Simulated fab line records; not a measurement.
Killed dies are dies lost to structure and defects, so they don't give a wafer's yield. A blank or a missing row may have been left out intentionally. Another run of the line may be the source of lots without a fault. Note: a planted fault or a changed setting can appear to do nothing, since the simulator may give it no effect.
A single fault, viewed from 2 desks | flow ritCmos | each desk holds nothing but its own numbers, with what lay behind them at the end

AT THE METROLOGY DESK
Means of the sampled wafers that have a number, per lot and without regard to the tool the lot ran on: this is what the gauges read. If a lot's mean is further than 4 standard deviations from the usual mean, the lot is out of limits and carries the mark OUT (the distance appears in the brackets).
Columns: A = NLDD_OVL at RIT_NLDD_OVL_MEAS_06, usual 1.4 nm; B = NSD_OVL at RIT_NSD_OVL_MEAS_06, usual -0.2 nm; C = cdNm at RIT_M1_CD_MEAS_09, usual 2599.7 nm
lot  | first seen here | A   | B    | C
L856 | day 3 05:10     | 2.1 | -1.1 | 2600.9
L857 | day 3 12:46     | 3.3 | -1.8 | 2595.5
L858 | day 3 17:08     | 2.7 | 0.9  | 2603.3
L859 | day 3 21:58     | 1.8 | -1.6 | 2599.3
L860 | day 3 23:59     | 0.4 | 2.9  | 2599.8
L861 | day 4 04:11     | 0.5 | -2.0 | 2598.1
L862 | day 4 06:06     | 0.7 | -0.6 | 2599.9
L863 | day 4 10:59     | 0.9 | -0.2 | 2604.4
L864 | day 4 18:40     | 0.9 | -0.1 | 2599.3
L865 | day 4 20:31     | 3.1 | -0.4 | 2602.2
L866 | day 5 01:46     | 2.2 | -0.1 | 2599.2
L867 | day 5 06:41     | 0.6 | -0.1 | 2600.3
L872 | day 6 07:33     | 2.7 | -1.7 | 2597.6
L876 | day 7 01:28     | 2.1 | 0.4  | 2599.1
L878 | day 7 11:50     | 1.9 | -0.9 | 2600.2
Result from this desk: across the 15 lots, nothing is out of limits.

THE TOOL OWNER'S DESK: pvdSputter-04
The tool's own readings at RIT_M1_SPUTTER_00 (material Al, target thk 400 nm, time 500 s): means of the sampled wafers that have a number, for each lot that ran on this tool. If a lot's mean is further than 4 standard deviations from the usual mean, the lot is out of limits and carries the mark OUT (the distance appears in the brackets).
Columns: A = throttleValvePct at RIT_M1_SPUTTER_00, usual 30.1 %
lot  | first seen here | A
L857 | day 4 01:02     | 29.8
L859 | day 4 09:59     | 30.6
L861 | day 4 15:48     | 30.4
L863 | day 4 22:27     | 29.6
L865 | day 5 07:42     | 29.8
L867 | day 5 18:05     | 30.6
Result from this desk: across the 6 lots, nothing is out of limits.

TAKEN TOGETHER
The metrology desk saw nothing out of limits.
The desk of the tool owner found nothing out of limits.

WHAT THE SIMULATOR PUT IN
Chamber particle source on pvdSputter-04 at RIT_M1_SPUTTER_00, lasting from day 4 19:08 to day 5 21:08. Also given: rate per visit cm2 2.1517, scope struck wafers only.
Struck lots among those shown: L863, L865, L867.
